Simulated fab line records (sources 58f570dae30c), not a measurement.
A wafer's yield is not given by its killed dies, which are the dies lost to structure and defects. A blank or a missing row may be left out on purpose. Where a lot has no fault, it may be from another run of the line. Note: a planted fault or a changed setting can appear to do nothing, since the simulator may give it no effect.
Lot-split experiment    flow berkeley cmos170    5 lots, 23 wafers read, on a route of 331 steps

ABOUT THE SPLIT
At UCB170_V2_ETCH_14 (etches SiO2 in CHF3/CF4/Ar, stops on Al, target depth 1250 nm, time 291 s), the setting time s was moved away from the recipe's 291 s on 9 of the 23 wafers read, by -9.6% to +8.8%. For the rest of the wafers, this setting stayed at what the recipe calls for.

The split's own step is where the reading is taken.

THE READING
KrF_of_V2_COAT_07.thk nm (the simulator's own value, which no gauge read), in nm, at UCB170_V2_ETCH_14 (etches SiO2 in CHF3/CF4/Ar, stops on Al, target depth 1250 nm, time 291 s). The file gives no usual value for it. Average 611.4 nm, standard deviation 7.7 nm, over the 14 wafers here run with the recipe.

wafer   tool, chamber at the split  time s as run, s  against the recipe  KrF_of_V2_COAT_07.thk nm, nm  against lot-mates on the recipe
L074.3  rie diel-02, 2              291               recipe              612                           -
L074.4  rie diel-02, 3              291               recipe              615.4                         -
L074.5  rie diel-02, 0              291               recipe              596.4                         -
L077.2  rie diel-01, 1              291               recipe              602                           -
L077.3  rie diel-01, 3              278.5             -4.3%               611.7                         +8.3
L077.4  rie diel-01, 2              291               recipe              609                           -
L077.5  rie diel-01, 0              278.5             -4.3%               621.4                         +18.0
L077.6  rie diel-01, 3              291               recipe              599.1                         -
L082.1  rie diel-01, 3              291               recipe              607.1                         -
L082.2  rie diel-01, 0              291               recipe              614.8                         -
L082.3  rie diel-01, 2              291               recipe              615.4                         -
L082.4  rie diel-01, 1              263.2             -9.6%               636.6                         +24.2
L082.5  rie diel-01, 2              263.2             -9.6%               641.2                         +28.8
L081.1  rie diel-02, 1              291               recipe              612.9                         -
L081.2  rie diel-02, 2              291               recipe              615.9                         -
L081.3  rie diel-02, 0              305.4             +4.9%               590.2                         -24.2
L081.4  rie diel-02, 3              305.4             +4.9%               601.2                         -13.2
L081.6  rie diel-02, 3              305.4             +4.9%               603.4                         -11.0
L085.1  rie diel-02, 0              291               recipe              614.7                         -
L085.2  rie diel-02, 1              316.7             +8.8%               593.2                         -26.5
L085.3  rie diel-02, 3              291               recipe              625.7                         -
L085.4  rie diel-02, 2              316.7             +8.8%               597.2                         -22.5
L085.6  rie diel-02, 1              291               recipe              618.7                         -

FIT RESULTS
A straight line over all 23 wafers: KrF_of_V2_COAT_07.thk nm changes by -2.34 nm for each +1% of time s; r = -0.83; the points scatter about the line by 7.4 nm.
The same after taking each lot's own level away (the mean of its wafers on the recipe; 23 wafers): -2.87 nm for each +1%; r = -0.93; scatter 5.1 nm.
Per that fit: largest time s move, reading shift of 27 nm.
Across the lots, their own levels run from 603.37 to 619.70 nm, a range of 2.1 times the standard deviation given above.
Hence the slope depends on the lot-to-lot level, as the two fits are not the same.
Check: for one of the wafers moved furthest among these (-9.6%), held out of the fit, the line's prediction against its lot-mates is +28.3 nm. Against them it came out at +24.2 nm.

THE WHOLE CHAIN: every reading that the file lists as answering this split, in the file's order
step                what it does                                                               reading                                                                    change (the file's fit)               r (the file's)
UCB170_V2_ETCH_14   etches SiO2 in CHF3/CF4/Ar, stops on Al, target depth 1250 nm, time 291 s  KrF_of_V2_COAT_07.thk nm (the simulator's own value, which no gauge read)  -2.85 nm for each +1% of the setting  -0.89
UCB170_V2_STRIP_15  strips in O2                                                               strip time to endpoint s                                                   withheld for each +1% of the setting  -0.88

THE FILE'S OWN FIT
KrF_of_V2_COAT_07.thk nm changes by -2.85 nm for each +1% of time s, r = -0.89.
